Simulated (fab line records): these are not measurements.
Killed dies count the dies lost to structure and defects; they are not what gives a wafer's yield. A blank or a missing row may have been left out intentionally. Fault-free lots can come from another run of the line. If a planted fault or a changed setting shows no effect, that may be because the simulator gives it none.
Matching of chambers -- flow berkeley_cmos170 -- UCB170_M3_ETCH_17 on rie_diel-01 has 4 sister chambers
The step etches BARC in N2/H2. 8 wafers are shown with their chamber, then 8 later ones without.

WAFERS, EACH WITH ITS CHAMBER
wafer,chamber,throttle_valve_pct (%),oes_product_au (a.u.)
L533.4,3,13.58,1.012
L534.2,1,13.00,0.954
L534.3,0,13.09,1.014
L534.4,3,13.58,1.006
L541.2,0,13.09,1.011
L541.5,2,13.37,1.005
L541.6,1,13.01,0.952
L546.1,2,13.34,1.009

WAFERS WITHOUT THEIR CHAMBER
wafer,throttle_valve_pct (%),oes_product_au (a.u.)
L546.2,12.99,0.974
L546.5,13.36,1.005
L547.1,13.62,0.978
L547.3,13.09,1.019
L547.5,13.62,0.977
L545.1,12.98,0.960
L545.3,13.62,0.964
L545.4,13.10,1.022

THE CHAMBER EACH PASSED THROUGH
wafer,from the rows above,in truth
L546.2,1,1
L546.5,2,2
L547.1,3,3
L547.3,0,0
L547.5,3,3
L545.1,1,1
L545.3,3,3
L545.4,0,0
Correct placement for 8 of the 8. From these rows, 0 cannot be placed. Number placed wrongly: 0.
How it was worked out, from the rows above alone: a wafer's distance from a chamber is the root of the sum, over the readings, of the square of ((its reading less the chamber's mean) divided by the reading's scatter). If the next closest chamber is less than 2 further off than the closest, the wafer can't be placed; otherwise it belongs to the closest. For every chamber, the mean is computed from those of its wafers that are shown. The scatter: take each reading less its chamber's mean, square it, sum over the shown wafers, divide by the number of wafers less the number of chambers, and take the root.
